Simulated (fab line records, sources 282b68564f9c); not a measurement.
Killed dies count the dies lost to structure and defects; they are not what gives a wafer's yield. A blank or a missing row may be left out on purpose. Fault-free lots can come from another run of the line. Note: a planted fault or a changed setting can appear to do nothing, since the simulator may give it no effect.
fab line records	flow ritCmos
record: lots: 6	wafers: 18	lastDay: 7
route steps=202 shown PSD@143 SDANNEAL@153 NSD@158 PLDD@159 NLDD@160 SILICIDE@161 CONTACT@168 M1@184
lots that met no fault: from a run of the same line without faults
startH: hours from the record's first day to the start of the lot's first wafer shown	waitH: time in hours since the lot's previous step	" the same as in the row above	L1.1+2: one row covering several wafers at once	- no value, or no start given	* or withheld: withheld	< > ~ a bound
route shown NAME@n: names a module that has steps shown in the file, with the first one's number in the route	usual: mean/standard deviation taken from wafers without a fault	same: alike in all rows	chamber/n: place in a boat	sites: per-site readings	_std_site: standard deviation across them	_edge_site: mean of outer sites minus mean of inner sites	radiusMm: for every site, how far away it sits from the centre of the wafer	mask NAME#n: copy n	behind: the most recent tool/chamber to have shaped the wafer	hold: why the lot was held/for how many hours/how that ended	device: transistor that didn't switch, given as n, p or np	end of line: at the end of the route, the tests of the same wafers	a step with no rows: only its recipe	killed: the dies lost at the first sort to structure and to defects; this is not the yield of the wafer	map: shows each die of a wafer: x if killed, . if not, _ if none is there
set.NAME: the run value of the setting; set.NAME@STEP: its run value at that earlier step	model.NAME: the simulator's own value behind a step, which no gauge read
certain route steps with their lots: each step a table, each wafer a row
services: the hour from which a tool's chamber was out of use, counted from the record's first day as startH (under 0 if before that day), plus the number of hours and why
== steps ==
step: RIT_PSD_COAT_01
recipe: resist: NOVOLAK	spinRpm: 3250	resistThkNm: 1000
step: RIT_PSD_SOFTBAKE_02
recipe: resist: NOVOLAK	tempC: 90	timeS: 60
step: RIT_PSD_EXPOSE_03
recipe: maskId: M10	na: 0.57	targetCdNm: 40900	doseMj: 250
step: RIT_PSD_PEB_04
recipe: resist: NOVOLAK	tempC: withheld	timeS: withheld
step: RIT_PSD_DEVELOP_05
recipe: resist: NOVOLAK	developTimeS: 50	devTempC: 23
step: RIT_PSD_OVL_MEAS_06
usual: PSD_OVL: -0.8/1.3
lot.wafer	tool	chamber	startH	waitH	PSD_OVL[nm]
L400.3	overlay-01	-	83.23	-	-1.8
L400.5	"	-	"	"	-3.9
L400.6	"	-	"	"	-1.8
L402.3	overlay-02	-	95.57	-	-0.3
L402.4	"	-	"	"	-0.8
L402.6	"	-	"	"	-1.4
L403.2	overlay-01	-	98.95	-	-0.4
L403.4	"	-	"	"	0.9
L403.6	"	-	"	"	1.8
L408.3	overlay-01	-	124.35	-	0.2
L408.4	"	-	"	"	0.6
L408.6	"	-	"	"	1.0
L412.1	overlay-02	-	144.82	-	0.8
L412.4	"	-	"	"	-0.1
L412.6	"	-	"	"	0.1
L415.1	overlay-02	-	158.72	-	-0.2
L415.2	"	-	"	"	-0.9
L415.6	"	-	"	"	-1.0
step: RIT_PSD_HARDBAKE_07
recipe: resist: NOVOLAK	tempC: 140	timeS: 60
step: RIT_PSD_IMPLANT_08
recipe: species: BF2	energyKev: 27	doseCm2: 5e+15	tiltDeg: 7
step: RIT_PSD_STRIP_09
recipe: chemistry: O2	timeS: 180	resist: NOVOLAK	platenTempC: withheld	powerW: 500	pressureMtorr: 4000	o2FlowSccm: 4000
step: RIT_PSD_TW_MEAS_10
usual: PSD_TW: 3385/35
lot.wafer	tool	chamber	startH	waitH	PSD_TW
L400.3	filmMetro-03	-	83.75	0.1	3353
L400.5	"	-	"	"	3363
L400.6	"	-	"	"	3361
L402.3	filmMetro-04	-	96.09	0.1	3411
L402.4	"	-	"	"	3420
L402.6	"	-	"	"	3420
L403.2	filmMetro-04	-	99.46	0.1	3417
L403.4	"	-	"	"	3407
L403.6	"	-	"	"	3402
L408.3	filmMetro-01	-	124.87	0.1	3349
L408.4	"	-	"	"	3355
L408.6	"	-	"	"	3335
L412.1	filmMetro-04	-	145.33	0.1	3436
L412.4	"	-	"	"	3429
L412.6	"	-	"	"	3438
L415.1	filmMetro-04	-	159.23	0.1	3418
L415.2	"	-	"	"	3423
L415.6	"	-	"	"	3444
step: RIT_SDANNEAL_CLEAN_00
recipe: chemistry: SC1	mix: 3:3:50	timeS: 600	tempC: 75
step: RIT_SDANNEAL_CLEAN_01
recipe: chemistry: dHF	dilution: 50:1	timeS: 30
step: RIT_SDANNEAL_CLEAN_02
recipe: chemistry: SC2	mix: 3:3:50	timeS: 600	tempC: 75	dry: n2Spin
lot.wafer	tool	chamber	startH	waitH
L400.3+5+6	wetBench-03	2	83.98	0.0
L402.3+4+6	wetBench-02	3	96.32	0.0
L403.2+4+6	wetBench-02	1	99.71	0.0
L408.3+4+6	wetBench-02	0	125.12	0.0
L412.1+4+6	wetBench-03	0	145.79	0.0
L415.1+2+6	wetBench-01	0	159.49	0.0
step: RIT_SDANNEAL_RTA_03
recipe: tempC: 1050	timeS: 5	idleTempC: 600	rampUpCPerS: 342	rampDownCPerS: 171	coolToC: 600	ambient: N2
usual: wafer_temp_C_max: 1053.6/1.2
lot.wafer	tool	chamber	startH	waitH	wafer_temp_C_max
L400.3	rtpAnneal-01	0	84.18	0.0	1052.7
L400.5	"	0	"	"	1053.9
L400.6	"	0	"	"	1053.1
L402.3	rtpAnneal-01	0	96.52	0.0	1052.8
L402.4	"	0	"	"	1053.2
L402.6	"	0	"	"	1054.8
L403.2	rtpAnneal-02	0	99.89	0.0	1054.1
L403.4	"	0	"	"	1056.0
L403.6	"	0	"	"	1053.3
L408.3	rtpAnneal-01	0	125.34	0.0	1052.6
L408.4	"	0	"	"	1053.5
L408.6	"	0	"	"	1054.3
L412.1	rtpAnneal-02	0	145.96	0.0	1053.5
L412.4	"	0	"	"	1053.8
L412.6	"	0	"	"	1053.3
L415.1	rtpAnneal-01	0	159.66	0.0	1055.7
L415.2	"	0	"	"	1055.6
L415.6	"	0	"	"	1054.6
step: RIT_SDANNEAL_RS_MEAS_04
recipe: thkMeasGauge: four-point-probe
usual: PSD_RS: 115.96/0.28
lot.wafer	tool	chamber	startH	waitH	PSD_RS[ohm/sq]
L400.3	filmMetro-01	-	84.26	0.1	115.98
L400.5	"	-	"	"	116.38
L400.6	"	-	"	"	116.23
L402.3	filmMetro-04	-	96.60	0.1	115.83
L402.4	"	-	"	"	115.84
L402.6	"	-	"	"	115.80
L403.2	filmMetro-01	-	99.96	0.1	116.23
L403.4	"	-	"	"	116.24
L403.6	"	-	"	"	116.11
L408.3	filmMetro-04	-	125.45	0.1	115.65
L408.4	"	-	"	"	115.58
L408.6	"	-	"	"	115.90
L412.1	filmMetro-01	-	146.02	0.0	116.17
L412.4	"	-	"	"	115.77
L412.6	"	-	"	"	115.92
L415.1	filmMetro-03	-	159.72	0.0	116.14
L415.2	"	-	"	"	116.40
L415.6	"	-	"	"	115.97
step: RIT_SDANNEAL_RS_MEAS_05
recipe: thkMeasGauge: four-point-probe
usual: NSD_RS: 84.63/0.29
lot.wafer	tool	chamber	startH	waitH	NSD_RS[ohm/sq]
L400.3	filmMetro-01	-	84.38	0.1	85.10
L400.5	"	-	"	"	84.39
L400.6	"	-	"	"	84.77
L402.3	filmMetro-04	-	96.72	0.1	84.36
L402.4	"	-	"	"	84.38
L402.6	"	-	"	"	84.25
L403.2	filmMetro-01	-	100.08	0.1	84.71
L403.4	"	-	"	"	84.58
L403.6	"	-	"	"	84.50
L408.3	filmMetro-04	-	125.57	0.1	84.63
L408.4	"	-	"	"	84.42
L408.6	"	-	"	"	84.44
L412.1	filmMetro-01	-	146.14	0.1	85.14
L412.4	"	-	"	"	85.05
L412.6	"	-	"	"	84.83
L415.1	filmMetro-03	-	159.84	0.1	84.17
L415.2	"	-	"	"	83.97
L415.6	"	-	"	"	84.46
step: RIT_SDANNEAL_RS_MEAS_06
recipe: thkMeasGauge: four-point-probe
usual: PLDD_RS: 178.7/0.53
lot.wafer	tool	chamber	startH	waitH	PLDD_RS[ohm/sq]
L400.3	filmMetro-01	-	84.50	0.1	179.3
L400.5	"	-	"	"	179.8
L400.6	"	-	"	"	179.6
L402.3	filmMetro-04	-	96.84	0.1	178.1
L402.4	"	-	"	"	178.0
L402.6	"	-	"	"	178.3
L403.2	filmMetro-01	-	100.20	0.1	179.0
L403.4	"	-	"	"	178.7
L403.6	"	-	"	"	178.9
L408.3	filmMetro-04	-	125.69	0.1	178.2
L408.4	"	-	"	"	178.1
L408.6	"	-	"	"	178.8
L412.1	filmMetro-01	-	146.26	0.1	178.6
L412.4	"	-	"	"	178.5
L412.6	"	-	"	"	178.6
L415.1	filmMetro-03	-	159.96	0.1	178.4
L415.2	"	-	"	"	179.3
L415.6	"	-	"	"	178.8
step: RIT_SDANNEAL_RS_MEAS_07
recipe: thkMeasGauge: four-point-probe
usual: NLDD_RS: 151.8/0.51
lot.wafer	tool	chamber	startH	waitH	NLDD_RS[ohm/sq]
L400.3	filmMetro-01	-	84.62	0.1	152.6
L400.5	"	-	"	"	152.6
L400.6	"	-	"	"	152.8
L402.3	filmMetro-04	-	96.96	0.1	152.8
L402.4	"	-	"	"	151.9
L402.6	"	-	"	"	151.6
L403.2	filmMetro-01	-	100.32	0.1	152.4
L403.4	"	-	"	"	152.0
L403.6	"	-	"	"	151.8
L408.3	filmMetro-04	-	125.81	0.1	151.7
L408.4	"	-	"	"	152.2
L408.6	"	-	"	"	151.9
L412.1	filmMetro-01	-	146.38	0.1	151.9
L412.4	"	-	"	"	151.4
L412.6	"	-	"	"	151.8
L415.1	filmMetro-03	-	160.08	0.1	152.0
L415.2	"	-	"	"	152.0
L415.6	"	-	"	"	151.7
step: RIT_SILICIDE_WET_ETCH_00
recipe: chemistry: BOE	target: SiO2	targetDepthNm: 14	timeS: 15	dry: n2Spin	dilution: 10:1	tempC: 21.5
step: RIT_SILICIDE_SPUTTER_01
recipe: material: Ti	targetThkNm: 30	powerW: 350	chamberPressurePa: 0.667	gas: Ar	timeS: 240	substrateTempC: 25
step: RIT_SILICIDE_RS_MEAS_02
recipe: thkMeasGauge: four-point-probe	reads: Ti_of_SILICIDE_SPUTTER_01
usual: SILICIDE_TI_RS: 47.8/0.64
lot.wafer	tool	chamber	startH	waitH	SILICIDE_TI_RS[ohm/sq]
L400.3	filmMetro-04	-	84.90	0.1	48.0
L400.5	"	-	"	"	47.5
L400.6	"	-	"	"	47.6
L402.3	filmMetro-02	-	97.24	0.1	47.1
L402.4	"	-	"	"	47.2
L402.6	"	-	"	"	46.9
L403.2	filmMetro-04	-	100.60	0.1	47.0
L403.4	"	-	"	"	47.3
L403.6	"	-	"	"	48.1
L408.3	filmMetro-01	-	126.10	0.1	47.6
L408.4	"	-	"	"	48.4
L408.6	"	-	"	"	47.8
L412.1	filmMetro-02	-	146.68	0.1	47.9
L412.4	"	-	"	"	47.2
L412.6	"	-	"	"	46.6
L415.1	filmMetro-02	-	160.36	0.1	48.0
L415.2	"	-	"	"	47.7
L415.6	"	-	"	"	47.6
step: RIT_SILICIDE_THK_MEAS_03
recipe: thkMeasGauge: xrf	reads: Ti_of_SILICIDE_SPUTTER_01
usual: SILICIDE_TI_THK: 30.4/0.35
lot.wafer	tool	chamber	startH	waitH	SILICIDE_TI_THK[nm]
L400.3	filmMetro-04	-	85.00	0.1	30.3
L400.5	"	-	"	"	30.4
L400.6	"	-	"	"	30.5
L402.3	filmMetro-02	-	97.34	0.1	30.6
L402.4	"	-	"	"	30.7
L402.6	"	-	"	"	30.9
L403.2	filmMetro-04	-	100.71	0.1	30.6
L403.4	"	-	"	"	30.6
L403.6	"	-	"	"	30.2
L408.3	filmMetro-01	-	126.20	0.1	30.7
L408.4	"	-	"	"	30.1
L408.6	"	-	"	"	30.6
L412.1	filmMetro-02	-	146.80	0.1	30.2
L412.4	"	-	"	"	30.5
L412.6	"	-	"	"	30.9
L415.1	filmMetro-02	-	160.48	0.1	30.2
L415.2	"	-	"	"	30.4
L415.6	"	-	"	"	30.4
step: RIT_SILICIDE_RTA_04
recipe: tempC: 650	timeS: 10	idleTempC: 25	rampUpS: 5	rampDownS: 5	coolToC: 25	ambient: N2
usual: wafer_temp_C_max: 653.5/0.61
lot.wafer	tool	chamber	startH	waitH	wafer_temp_C_max
L400.3	rtpAnneal-02	0	85.06	0.1	653.5
L400.5	"	0	"	"	653.7
L400.6	"	0	"	"	653.2
L402.3	rtpAnneal-02	0	97.40	0.1	653.2
L402.4	"	0	"	"	653.1
L402.6	"	0	"	"	653.0
L403.2	rtpAnneal-01	0	100.77	0.1	653.5
L403.4	"	0	"	"	653.4
L403.6	"	0	"	"	653.7
L408.3	rtpAnneal-02	0	126.26	0.1	653.4
L408.4	"	0	"	"	653.9
L408.6	"	0	"	"	653.7
L412.1	rtpAnneal-01	0	146.86	0.1	652.9
L412.4	"	0	"	"	654.4
L412.6	"	0	"	"	653.8
L415.1	rtpAnneal-02	0	160.54	0.1	653.7
L415.2	"	0	"	"	653.2
L415.6	"	0	"	"	653.0
step: RIT_SILICIDE_WET_ETCH_05
recipe: chemistry: SPM	target: Ti	tempC: 90	timeS: 120	dry: n2Spin
step: RIT_SILICIDE_RTA_06
recipe: tempC: 750	timeS: 10	idleTempC: 25	rampUpS: 5	rampDownS: 10	coolToC: 25	ambient: N2
step: RIT_CONTACT_CVD_00
recipe: material: SiO2	targetThkNm: 400	precursor: TEOS	tempC: 390	timeS: 61	rfW: 400
step: RIT_CONTACT_THK_MEAS_01
recipe: reads: SiO2_of_CONTACT_CVD_00
usual: CONTACT_TEOS_THK: 399/5.2
lot.wafer	tool	chamber	startH	waitH	CONTACT_TEOS_THK[nm]
L400.3	filmMetro-02	-	85.29	0.0	406
L400.5	"	-	"	"	407
L400.6	"	-	"	"	405
L402.3	filmMetro-04	-	97.62	0.0	394
L402.4	"	-	"	"	401
L402.6	"	-	"	"	399
L403.2	filmMetro-03	-	101.00	0.0	400
L403.4	"	-	"	"	401
L403.6	"	-	"	"	404
L408.3	filmMetro-02	-	126.55	0.0	385
L408.4	"	-	"	"	399
L408.6	"	-	"	"	403
L412.1	filmMetro-03	-	147.20	0.0	393
L412.4	"	-	"	"	406
L412.6	"	-	"	"	399
L415.1	filmMetro-03	-	160.77	0.0	400
L415.2	"	-	"	"	399
L415.6	"	-	"	"	406
step: RIT_CONTACT_HMDS_02
recipe: primeTimeS: 60	primeTempC: 140
step: RIT_CONTACT_COAT_03
recipe: resist: NOVOLAK	spinRpm: 3250	resistThkNm: 1000
step: RIT_CONTACT_SOFTBAKE_04
recipe: resist: NOVOLAK	tempC: 90	timeS: 60
step: RIT_CONTACT_EXPOSE_05
recipe: maskId: M11	na: 0.6	sourceShape: conventional	sigmaOuter: 0.5	targetCdNm: 1000	doseMj: 250
step: RIT_CONTACT_PEB_06
recipe: resist: NOVOLAK	tempC: withheld	timeS: withheld
step: RIT_CONTACT_DEVELOP_07
recipe: resist: NOVOLAK	developTimeS: 120	devTempC: 23
step: RIT_CONTACT_CD_MEAS_08
recipe: targetCdNm: 1000
usual: cdNm: 999.8/2.1
lot.wafer	tool	chamber	startH	waitH	cdNm
L400.3	cdSem-02	-	86.46	-	1002.0
L400.5	"	-	"	"	1000.5
L400.6	"	-	"	"	999.5
L402.3	cdSem-02	-	98.80	-	1001.0
L402.4	"	-	"	"	1001.3
L402.6	"	-	"	"	1001.3
L403.2	cdSem-01	-	102.15	-	998.2
L403.4	"	-	"	"	997.8
L403.6	"	-	"	"	999.4
L408.3	cdSem-01	-	127.70	-	1001.2
L408.4	"	-	"	"	997.4
L408.6	"	-	"	"	999.8
L412.1	cdSem-01	-	148.23	-	999.9
L412.4	"	-	"	"	1000.5
L412.6	"	-	"	"	1001.2
L415.1	cdSem-01	-	161.79	-	998.3
L415.2	"	-	"	"	998.6
L415.6	"	-	"	"	998.1
step: RIT_CONTACT_OVL_MEAS_09
usual: CONTACT_OVL: -1.0/1
lot.wafer	tool	chamber	startH	waitH	CONTACT_OVL[nm]
L400.3	overlay-01	-	86.55	0.1	-1.1
L400.5	"	-	"	"	-1.3
L400.6	"	-	"	"	-1.4
L402.3	overlay-02	-	98.89	0.1	-0.5
L402.4	"	-	"	"	-0.9
L402.6	"	-	"	"	-1.0
L403.2	overlay-02	-	102.26	0.1	-1.6
L403.4	"	-	"	"	-3.3
L403.6	"	-	"	"	-2.2
L408.3	overlay-01	-	127.79	0.1	-0.9
L408.4	"	-	"	"	-1.0
L408.6	"	-	"	"	-1.6
L412.1	overlay-01	-	148.35	0.1	-0.7
L412.4	"	-	"	"	-2.5
L412.6	"	-	"	"	-1.0
L415.1	overlay-02	-	161.91	0.1	-1.9
L415.2	"	-	"	"	-2.6
L415.6	"	-	"	"	-2.4
step: RIT_CONTACT_HARDBAKE_10
recipe: resist: NOVOLAK	tempC: 140	timeS: 60
step: RIT_CONTACT_ETCH_11
recipe: targetDepthA: 4800	overEtchFrac: 0.2	stopOn: TiSi2	chemistry: CHF3/CF4/Ar	target: SiO2	CHF3_flow_sccm: 50	cf4FlowSccm: 10	Ar_flow_sccm: 100	O2_flow_sccm: 5	pressureMtorr: 100	rfW: 200	timeS: 320
usual: drypumpMotorCurrentA: 5.4/0.45	oesProductAu: 0.990/0.018	throttleValvePct: 8.93/0.16
lot.wafer	tool	chamber	startH	waitH	drypumpMotorCurrentA	oesProductAu	rfHoursCounterH	throttleValvePct
L400.3	rieDiel-03	0	86.72	0.1	5.3	0.960	103	8.83
L400.5	"	3	"	"	5.4	0.999	-	8.80
L400.6	"	2	"	"	6.3	0.979	-	9.17
L402.3	rieDiel-02	2	99.06	0.1	5.3	0.997	136	8.77
L402.4	"	3	"	"	4.9	1.013	-	9.19
L402.6	"	1	"	"	5.5	0.981	-	8.82
L403.2	rieDiel-03	0	102.46	0.1	5.4	0.967	104	8.83
L403.4	"	3	"	"	5.4	0.996	118	8.79
L403.6	"	1	"	"	5.2	1.008	-	9.04
L408.3	rieDiel-02	1	127.96	0.1	5.5	0.984	154	8.82
L408.4	"	1	"	"	5.5	0.984	-	8.82
L408.6	"	3	"	"	4.9	1.024	-	9.21
L412.1	rieDiel-01	0	148.53	0.1	4.9	0.961	34	8.91
L412.4	"	3	"	"	5.0	1.004	148	8.73
L412.6	"	3	"	"	5.0	1.007	-	8.74
L415.1	rieDiel-02	0	162.10	0.1	6.1	0.993	1	8.84
L415.2	"	3	"	"	4.9	1.019	81	9.20
L415.6	"	3	"	"	4.9	1.020	-	9.20
step: RIT_CONTACT_STRIP_12
recipe: chemistry: O2	timeS: 180	resist: NOVOLAK	platenTempC: withheld	powerW: 500	pressureMtorr: 4000	o2FlowSccm: 4000
usual: drypumpMotorCurrentA: 5.8/0.5	rfReflPowerW: 6.5/1.4
lot.wafer	tool	chamber	startH	waitH	drypumpMotorCurrentA	rfHoursCounterH	rfReflPowerW
L400.3	plasmaAsher-04	1	86.98	0.2	4.7	-	7.4
L400.5	"	0	"	"	6.2	-	6.4
L400.6	"	1	"	"	4.7	-	7.7
L402.3	plasmaAsher-04	0	99.32	0.2	6.2	-	6.4
L402.4	"	1	"	"	4.7	-	7.8
L402.6	"	1	"	"	4.7	-	7.9
L403.2	plasmaAsher-02	0	102.66	0.1	5.9	27	4.6
L403.4	"	1	"	"	5.5	-	7.8
L403.6	"	1	"	"	5.5	-	7.9
L408.3	plasmaAsher-02	0	128.22	0.2	5.8	-	4.5
L408.4	"	1	"	"	5.5	-	7.9
L408.6	"	1	"	"	5.5	-	7.9
L412.1	plasmaAsher-03	0	148.73	0.1	5.5	52	7.0
L412.4	"	1	"	"	6.6	-	5.4
L412.6	"	1	"	"	6.6	-	5.4
L415.1	plasmaAsher-02	1	162.29	0.1	5.5	34	8.0
L415.2	"	0	"	"	5.8	34	4.7
L415.6	"	0	"	"	5.9	-	5.0
step: RIT_CONTACT_CD_MEAS_90
recipe: targetCdNm: 1000
usual: cdNm: 999.9/2.2
lot.wafer	tool	chamber	startH	waitH	cdNm
L400.3	cdSem-01	-	87.13	0.1	1001.9
L400.5	"	-	"	"	1000.6
L400.6	"	-	"	"	1000.4
L402.3	cdSem-01	-	99.47	0.1	1000.7
L402.4	"	-	"	"	1001.2
L402.6	"	-	"	"	1002.2
L403.2	cdSem-01	-	102.85	0.1	998.4
L403.4	"	-	"	"	997.9
L403.6	"	-	"	"	999.1
L408.3	cdSem-01	-	128.37	0.1	1001.2
L408.4	"	-	"	"	997.4
L408.6	"	-	"	"	999.9
L412.1	cdSem-02	-	148.90	0.1	1000.9
L412.4	"	-	"	"	999.9
L412.6	"	-	"	"	1000.9
L415.1	cdSem-02	-	162.47	0.1	998.1
L415.2	"	-	"	"	998.8
L415.6	"	-	"	"	998.4
step: RIT_CONTACT_CLEAN_13
recipe: chemistry: SC1	mix: 3:3:50	timeS: 600	tempC: 75
step: RIT_CONTACT_CLEAN_14
recipe: chemistry: SC2	mix: 3:3:50	timeS: 600	tempC: 75	dry: n2Spin
step: RIT_M1_SPUTTER_00
recipe: material: Al	targetThkNm: 400	powerW: 2000	chamberPressurePa: 0.4	gas: Ar	timeS: 500	substrateTempC: 25
usual: chamberPressurePa: 0.4000/0.00075	throttleValvePct: 30.2/1.2
lot.wafer	tool	chamber	startH	waitH	chamberPressurePa	throttleValvePct
L400.3	pvdSputter-04	-	87.56	0.0	0.3991	31.3
L400.5	"	-	"	"	0.3998	31.3
L400.6	"	-	"	"	0.4002	31.4
L402.3	pvdSputter-04	-	99.90	0.0	0.4004	29.4
L402.4	"	-	"	"	0.4016	31.5
L402.6	"	-	"	"	0.4011	31.1
L403.2	pvdSputter-01	-	103.30	0.0	0.4000	28.4
L403.4	"	-	"	"	0.4005	32.0
L403.6	"	-	"	"	0.4008	28.5
L408.3	pvdSputter-04	-	128.80	0.0	0.3998	29.2
L408.4	"	-	"	"	0.3989	31.2
L408.6	"	-	"	"	0.3995	31.4
L412.1	pvdSputter-04	-	149.37	0.0	0.3999	29.3
L412.4	"	-	"	"	0.3996	31.4
L412.6	"	-	"	"	0.3994	31.4
L415.1	pvdSputter-01	-	162.99	0.0	0.4014	29.6
L415.2	"	-	"	"	0.4007	31.6
L415.6	"	-	"	"	0.4010	32.0
step: RIT_M1_PROBE_99
usual: killedAtContacts: 0.1/0.27	killedAtFrontEnd: 6.1/2.9	killedDies: 6.2/2.9	killedOpen: 3.2/1.9	killedShort: 3/1.9
same: grossDies: 264	killed_at_M0_to_M3: 0	killed_at_M4_up: 0	killedAtBackSide: 0	killedAtOther: 0
lot.wafer	tool	chamber	startH	waitH	killedAtContacts	killedAtFrontEnd	killedDies	killedOpen	killedShort	model.etest.diodeNwellSub.leakLog10ACm2
L400.3	prober-02	-	91.73	0.2	0	2	2	2	0	-7.6
L400.5	prober-02	-	91.83	0.2	0	8	8	3	5	-7.325
L400.6	prober-02	-	91.88	0.2	0	0	0	0	0	-7.702
L402.3	prober-01	-	104.22	0.2	0	5	5	4	1	-7.42
L402.4	prober-01	-	104.27	0.2	0	2	2	1	1	-7.349
L402.6	prober-01	-	104.37	0.2	0	9	9	6	3	-7.268
L403.2	prober-02	-	108.72	0.1	0	8	8	4	4	-6.842
L403.4	prober-02	-	108.82	0.2	0	5	5	3	2	-6.813
L403.6	prober-02	-	108.92	0.2	0	15	15	9	6	-6.653
L408.3	prober-01	-	133.44	0.2	0	9	9	4	5	-6.694
L408.4	prober-01	-	133.49	0.2	0	7	7	4	3	-6.725
L408.6	prober-01	-	133.59	0.2	0	6	6	1	5	-6.749
L412.1	prober-01	-	154.13	0.1	0	3	3	1	2	-7.461
L412.4	prober-01	-	154.28	0.2	0	5	5	0	5	-7.711
L412.6	prober-01	-	154.38	0.2	0	10	10	5	5	-7.654
L415.1	prober-02	-	167.13	0.1	1	6	7	7	0	-7.41
L415.2	prober-02	-	167.18	0.1	0	9	9	5	4	-7.57
L415.6	prober-02	-	167.38	0.2	0	6	6	2	4	-7.628
killed by level:class
L400.3 SPACER:geometricParticle:open=1 SILICIDE:geometricParticle:open=1
L400.5 SPACER:geometricParticle:short=2 SILICIDE:geometricParticle:open=2 FOX1:geometricParticle:short=1 FOX2:geometricParticle:short=1 GATE:geometricParticle:open=1 REOX:geometricParticle:short=1
L402.3 FOX2:geometricParticle:open=2 SPACER:geometricParticle:open=1 SILICIDE:geometricParticle:open=1 SILICIDE:geometricParticle:short=1
L402.4 REOX:geometricParticle:short=1 SILICIDE:geometricParticle:open=1
L402.6 FOX2:geometricParticle:open=2 GATE:geometricParticle:open=2 SILICIDE:geometricParticle:open=2 SILICIDE:geometricParticle:short=2 REOX:geometricParticle:short=1
L403.2 GATE:geometricParticle:open=2 FOX1:geometricParticle:short=1 FOX2:geometricParticle:short=1 GATE:geometricParticle:short=1 SPACER:geometricParticle:short=1 SPACER:geometricParticle:open=1 SILICIDE:geometricParticle:open=1
L403.4 GATE:geometricParticle:open=1 REOX:geometricParticle:open=1 SPACER:geometricParticle:short=1 SILICIDE:geometricParticle:open=1 SILICIDE:geometricParticle:short=1
L403.6 FOX1:geometricParticle:open=3 FOX1:geometricParticle:short=2 GATE:geometricParticle:open=2 FOX2:geometricParticle:open=1 GATE:geometricParticle:short=1 REOX:geometricParticle:short=1 REOX:geometricParticle:open=1 SPACER:geometricParticle:open=1
L408.3 GATE:geometricParticle:open=2 FOX1:geometricParticle:short=1 FOX1:geometricParticle:open=1 FOX2:geometricParticle:short=1 GATE:geometricParticle:short=1 REOX:geometricParticle:short=1 SILICIDE:geometricParticle:short=1 SILICIDE:geometricParticle:open=1
L408.4 FOX1:geometricParticle:short=1 GATE:geometricParticle:open=1 REOX:geometricParticle:open=1 SPACER:geometricParticle:open=1 SPACER:geometricParticle:short=1 SILICIDE:geometricParticle:open=1 SILICIDE:geometricParticle:short=1
L408.6 GATE:geometricParticle:short=4 FOX1:geometricParticle:short=1 GATE:geometricParticle:open=1
L412.1 FOX2:geometricParticle:short=2 GATE:geometricParticle:open=1
L412.4 SPACER:geometricParticle:short=2 FOX1:geometricParticle:short=1 GATE:geometricParticle:short=1 REOX:geometricParticle:short=1
L412.6 FOX1:geometricParticle:short=2 REOX:geometricParticle:open=2 FOX1:geometricParticle:open=1 FOX2:geometricParticle:open=1 FOX2:geometricParticle:short=1 GATE:geometricParticle:short=1 REOX:geometricParticle:short=1 SPACER:geometricParticle:open=1
L415.1 GATE:geometricParticle:open=3 SILICIDE:geometricParticle:open=2 REOX:geometricParticle:open=1 CONTACT:geometricParticle:open=1
L415.2 GATE:geometricParticle:open=3 SILICIDE:geometricParticle:short=2 FOX2:geometricParticle:short=1 GATE:geometricParticle:short=1 REOX:geometricParticle:open=1 SILICIDE:geometricParticle:open=1
L415.6 GATE:geometricParticle:short=4 GATE:geometricParticle:open=1 SILICIDE:geometricParticle:open=1
== services ==
tool	chamber	startH	hours	kind
rieDiel-02	-	80.15	2.8	pm
pvdSputter-01	-	80.20	2.9	repair
rieDiel-02	-	96.14	0.3	repair
plasmaAsher-02	-	105.11	0.7	repair
rieDiel-02	0	126.73	-	clean
rieDiel-02	0	126.73	15.0	scheduledDown
rieDiel-02	0	126.73	15.0	ventCycle
rtpAnneal-01	-	127.12	3.8	pm
rieDiel-02	1	141.74	-	clean
rieDiel-02	1	141.74	16.6	scheduledDown
rieDiel-02	1	141.74	16.6	ventCycle
rieDiel-03	3	143.22	4.3	repair
rieDiel-02	-	147.02	0.3	repair
plasmaAsher-04	-	151.20	3.0	repair
== key ==
firstSign none at tools or gauges
modelEffect: step: RIT_M1_PROBE_99	value: etest.diodeNwellSub.leakLog10ACm2	without: -7.591	struck: -6.746
metAt RIT_SDANNEAL_CLEAN_02
struckWafers L403.2,L403.4,L403.6,L408.3,L408.4,L408.6
testerLeftOut L403,L408
onsetBetween 96.32 99.71
fault: kind: metallicContaminationSource	tool: wetBench-02	chamber: -	onsetH: 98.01	steps: RIT_SDANNEAL_CLEAN_02	rateCm2PerVisit: 3e+11	species: metalFeCm2
testerLeftOut: of these lots the tester's yield and bins aren't shown, on N5 and GAA mostly nor the transistor test; their killed dies are dies lost to structure and defects alone, not to doping, threshold or leakage, so they don't give the yield
